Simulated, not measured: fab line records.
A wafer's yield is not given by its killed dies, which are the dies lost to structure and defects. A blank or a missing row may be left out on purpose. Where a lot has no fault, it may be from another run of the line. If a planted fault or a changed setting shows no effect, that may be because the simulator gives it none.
Matching of chambers -- flow berkeley-cmos170 -- pecvd-04 running UCB170_V2_CVD_00: 3 sister chambers
The step deposits SiO2 from TEOS/O2, target thk 2000 nm, time 250 s. 16 wafers are shown with their chamber, then 8 later ones without.

WAFERS PAIRED WITH THEIR CHAMBERS
wafer,chamber,heater-power-w (W)
L494.2,1,194
L494.3,0,224
L494.4,1,143
L495.2,1,189
L495.4,1,144
L495.5,2,273
L500.2,2,363
L500.4,2,268
L500.5,1,143
L499.1,2,320
L499.2,1,184
L499.4,0,285
L502.1,1,191
L502.4,0,206
L502.6,1,142
L507.2,0,236

SIGNATURES, as means of the wafers listed above
reading,chamber 0,chamber 1,chamber 2,scatter within a chamber
heater-power-w,237.75,166.25,306.00,32.6
Rule: a wafer's distance from a chamber is the root of the sum, over the readings, of the square of ((its reading less the chamber's mean) divided by the reading's scatter). If the next closest chamber is less than 2 further off than the closest, the wafer can't be placed; otherwise it belongs to the closest. The scatter: the root of (the sum of the squares of (reading less its chamber's mean) over the shown wafers, divided by (wafers less chambers)).

WAFERS WHOSE CHAMBER IS MISSING
wafer,heater-power-w (W)
L507.3,283
L507.4,300
L512.1,300
L512.2,161
L512.5,205
L514.3,263
L514.5,145
L514.6,205

WHICH CHAMBER EACH WENT THROUGH
wafer,from the rows above,in truth
L507.3,can't be placed: 2 or 0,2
L507.4,can't be placed: 2 or 0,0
L512.1,can't be placed: 2 or 0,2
L512.2,1,1
L512.5,can't be placed: 0 or 1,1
L514.3,can't be placed: 0 or 2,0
L514.5,1,1
L514.6,can't be placed: 0 or 1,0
2 of 8 placed correctly. From these rows, 6 cannot be placed; in 6 the true chamber is one of the candidates. Wrongly placed: 0.
